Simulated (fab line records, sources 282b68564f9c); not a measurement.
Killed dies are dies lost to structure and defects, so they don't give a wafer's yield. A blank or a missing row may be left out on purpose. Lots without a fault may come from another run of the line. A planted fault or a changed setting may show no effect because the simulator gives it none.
fab line records | flow rit_cmos
record lots=13 wafers=39 last_day=8
route steps=202 shown GATE@89
lots that met no fault: from a run of the same line without faults
start_h: hours from the record's first day to the start of the lot's first wafer shown | wait_h: hours since the lot's step before | " the same as in the row above | L1.1+2: a row that stands for several wafers | - no value, or no start given | * or withheld: withheld | < > ~ a bound
route shown NAME@n: a module of which the file shows steps, and the number in the route of the first | usual: mean/standard deviation of fault-free wafers | same: alike in all rows | chamber/n: place in a boat | sites: the reading at each site | _std_site: their standard deviation | _edge_site: outer sites' mean less inner sites' | radius_mm: how far each site lies from the wafer's centre | mask NAME#n: copy n | behind: the tool/chamber that last shaped the wafer | hold: why the lot was held/for how many hours/how that ended | device: the transistor (n, p or np) that didn't switch | end of line: the same wafers' tests at the end of the route | a step without rows: its recipe alone | killed: dies lost to structure and defects at the first sort, not the wafer's yield | map: a wafer's dies, x killed, . not, _ none there
set.NAME: the setting as run; set.NAME@STEP: as run at that earlier step | model.NAME: the simulator's own value behind a step, which no gauge read
steps of the route over a sample of lots; a table a step, a row a wafer
services: from which hour (start_h, from the record's first day; less than 0 if before it) a tool's chamber was out of use, for how many hours, and why
## steps
# step RIT_GATE_EXPOSE_13
# recipe mask_id=M6 na=0.6 source_shape=conventional sigma_outer=0.6 target_cd_nm=150 dose_mj=380
# usual exposure_dose_mJ_cm2=380.0/0.35 reticle_temp_C=23.00/0.1
# columns lot.wafer tool chamber start_h wait_h mask exposure_dose_mJ_cm2 reticle_temp_C
L875.2 iline_stepper-01 0 39.96 0.2 M6#0 380.4 22.92
L875.4 " 0 " " M6#0 379.7 22.95
L875.6 " 0 " " M6#0 380.2 22.96
L877.1 iline_stepper-01 0 56.14 0.2 M6#0 380.3 23.18
L877.5 " 0 " " M6#0 380.0 23.01
L877.6 " 0 " " M6#0 380.1 23.01
L879.1 iline_stepper-02 0 67.82 0.1 M6#0 379.9 23.01
L879.3 " 0 " " M6#0 380.1 23.22
L879.5 " 0 " " M6#0 379.5 23.04
L880.1 iline_stepper-02 0 71.08 0.1 M6#0 379.2 23.00
L880.2 " 0 " " M6#0 379.8 22.89
L880.4 " 0 " " M6#0 379.3 23.04
L881.2 iline_stepper-02 0 80.16 0.1 M6#0 380.1 23.02
L881.3 " 0 " " M6#0 380.3 22.94
L881.5 " 0 " " M6#0 380.5 22.94
L883.1 iline_stepper-01 0 81.79 0.2 M6_R1#0 380.3 22.96
L883.2 " 0 " " M6_R1#0 379.8 23.05
L883.4 " 0 " " M6_R1#0 380.1 22.94
L884.1 iline_stepper-01 0 87.64 0.1 M6#0 380.1 22.81
L884.2 " 0 " " M6#0 380.2 22.91
L884.4 " 0 " " M6#0 380.3 22.85
L892.1 iline_stepper-02 0 123.81 0.1 M6#0 379.9 22.88
L892.3 " 0 " " M6#0 380.0 23.06
L892.4 " 0 " " M6#0 380.2 23.03
L893.1 iline_stepper-02 0 127.30 0.1 M6#0 380.2 22.98
L893.3 " 0 " " M6#0 380.2 22.89
L893.6 " 0 " " M6#0 379.4 23.02
L894.1 iline_stepper-02 0 136.02 0.1 M6#0 379.6 22.94
L894.4 " 0 " " M6#0 379.5 23.06
L894.6 " 0 " " M6#0 380.0 23.15
L896.1 iline_stepper-02 0 142.53 0.1 M6#0 379.9 22.92
L896.3 " 0 " " M6#0 380.2 22.97
L896.5 " 0 " " M6#0 380.2 23.00
L897.3 iline_stepper-01 0 154.44 0.4 M6#0 381.1 23.00
L897.4 " 0 " " M6#0 380.1 23.10
L897.5 " 0 " " M6#0 379.9 23.03
L898.2 iline_stepper-01 0 156.80 0.1 M6#0 380.2 23.02
L898.5 " 0 " " M6#0 379.6 23.26
L898.6 " 0 " " M6#0 379.6 22.91
# step RIT_GATE_CD_MEAS_16
# recipe target_cd_nm=150
# usual cd_nm=149.3/2.3
# columns lot.wafer tool chamber start_h wait_h cd_nm
L875.2 cd_sem-02 - 40.36 - 151.5
L875.4 " - " " 151.1
L875.6 " - " " 149.1
L877.1 cd_sem-01 - 56.54 - 148.7
L877.5 " - " " 150.0
L877.6 " - " " 148.7
L879.1 cd_sem-01 - 68.22 - 143.3
L879.3 " - " " 145.8
L879.5 " - " " 147.5
L880.1 cd_sem-01 - 71.48 - 146.5
L880.2 " - " " 148.0
L880.4 " - " " 145.8
L881.2 cd_sem-02 - 80.71 - 152.2
L881.3 " - " " 152.7
L881.5 " - " " 149.0
L883.1 cd_sem-02 - 82.35 - 162.0
L883.2 " - " " 162.3
L883.4 " - " " 161.9
L884.1 cd_sem-01 - 88.04 - 151.2
L884.2 " - " " 152.6
L884.4 " - " " 148.4
L892.1 cd_sem-02 - 124.21 - 150.2
L892.3 " - " " 151.4
L892.4 " - " " 148.3
L893.1 cd_sem-02 - 127.70 - 148.6
L893.3 " - " " 148.4
L893.6 " - " " 148.0
L894.1 cd_sem-01 - 136.42 - 152.5
L894.4 " - " " 150.2
L894.6 " - " " 152.4
L896.1 cd_sem-02 - 142.93 - 150.7
L896.3 " - " " 151.2
L896.5 " - " " 152.4
L897.3 cd_sem-01 - 154.85 - 147.1
L897.4 " - " " 145.5
L897.5 " - " " 144.8
L898.2 cd_sem-01 - 157.35 - 146.5
L898.5 " - " " 147.9
L898.6 " - " " 147.7
## services
# columns tool chamber start_h hours kind
iline_stepper-02 - 25.70 1.8 repair
iline_stepper-01 - 27.52 4.3 pm
iline_stepper-01 - 119.09 28.9 pm
iline_stepper-02 - 145.97 35.9 repair
## key
first_sign step=RIT_GATE_EXPOSE_13 reading=mask direction=changed
effect step=RIT_GATE_CD_MEAS_16 reading=cd_nm direction=up sigmas=5.7 usual=149.3 struck=162.0
met_at RIT_GATE_EXPOSE_13
struck_lots L883
tester_left_out L883
onset_between 56.14 81.79
fault kind=wrong_mask tool=any chamber=- onset_h=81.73 steps=RIT_GATE_EXPOSE_13 aux_copy=M6_R1#0 cd_offset_nm=15 scope=struck_lots_only
# tester_left_out: of these lots the tester's yield and bins aren't shown, on N5 and GAA mostly nor the transistor test; their killed dies are dies lost to structure and defects alone, not to doping, threshold or leakage, so they don't give the yield
